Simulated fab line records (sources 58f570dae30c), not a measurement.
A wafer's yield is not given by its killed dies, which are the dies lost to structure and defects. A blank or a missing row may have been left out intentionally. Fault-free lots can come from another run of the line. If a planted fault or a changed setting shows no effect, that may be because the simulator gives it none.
2 desks, one fault -- flow berkeley_cmos170 -- only its own numbers are on each desk; what lay behind them is given at the end

== FROM THE METROLOGY DESK ==
What the gauges read, lot by lot, whatever tool the lot ran on: means of the sampled wafers that have a number. Marked OUT: a lot whose mean sits more than 4 standard deviations from the usual mean, which makes it out of limits; the brackets give that distance.
Columns: A = INCOMING_BOW at UCB170_START_BOW_MEAS_00, usual -1 um; B = V2_BOW at UCB170_V2_BOW_MEAS_03, usual 35 um; C = M3_AL_RS at UCB170_M3_RS_MEAS_02, usual 0.03206 ohm/sq
lot,first seen here,A,B,C
L851,day 1 10:00,-0,33,0.03265
L852,day 1 15:00,1,45,0.03141
L853,day 1 20:01,-1,33,0.03223
L854,day 2 01:01,-1,39,0.03189
L855,day 2 06:00,1,34,0.03179
L858,day 2 21:00,-1,35,0.03230
L859,day 3 02:02,-1,32,0.03170
L861,day 3 12:04,0,34,0.03192
L862,day 3 17:01,2,33,0.03231
L863,day 3 22:01,-5,33,0.03209
L866,day 4 13:01,-4,29,0.03180
L869,day 5 04:01,1,38,0.03187
L872,day 5 19:04,-7,24,0.03233
L873,day 6 00:00,5,44,0.03199
Result from this desk: across the 14 lots, nothing is out of limits.

== THE TOOL OWNER'S DESK: litho_track-03 ==
The tool's own readings at UCB170_PLDD_HMDS_00 (prime time 60 s): means of the sampled wafers that have a number, for each lot that ran on this tool. Marked OUT: a lot whose mean sits more than 4 standard deviations from the usual mean, which makes it out of limits; the brackets give that distance.
Columns: A = prime_temp_c at UCB170_PLDD_HMDS_00, usual 100.02 C
lot,first seen here,A
L853,day 7 09:26,100.08
L854,day 7 22:14,100.11
L858,day 8 10:44,100.03
L859,day 8 23:29,100.07
L861,day 9 09:14,100.06
L866,day 10 04:17,93.87 (-51) OUT
L869,day 10 05:28,93.89 (-51) OUT
This desk's verdict: out of limits on L866, L869, starting with L866 at day 10 04:17 (prime_temp_c at UCB170_PLDD_HMDS_00). L853, L854, L858, L859, L861: within limits.

== PUT TOGETHER ==
An alarm could have come from the tool owner's desk at day 10 04:17, on L866, L869.
Nothing out of limits was seen by the metrology desk.
The metrology desk holds a record of L866, L869, inside its limits.
Of the lots named, all ran UCB170_PLDD_HMDS_00 on litho_track-03.

== WHAT THE SIMULATOR HAD INSERTED ==
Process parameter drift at UCB170_PLDD_HMDS_00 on litho_track-03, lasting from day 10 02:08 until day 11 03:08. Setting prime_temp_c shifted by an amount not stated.
Lots struck among those shown: L866, L869.
How many hours passed from the start of the fault until each desk's first out-of-limits reading: the tool owner's desk, 2.
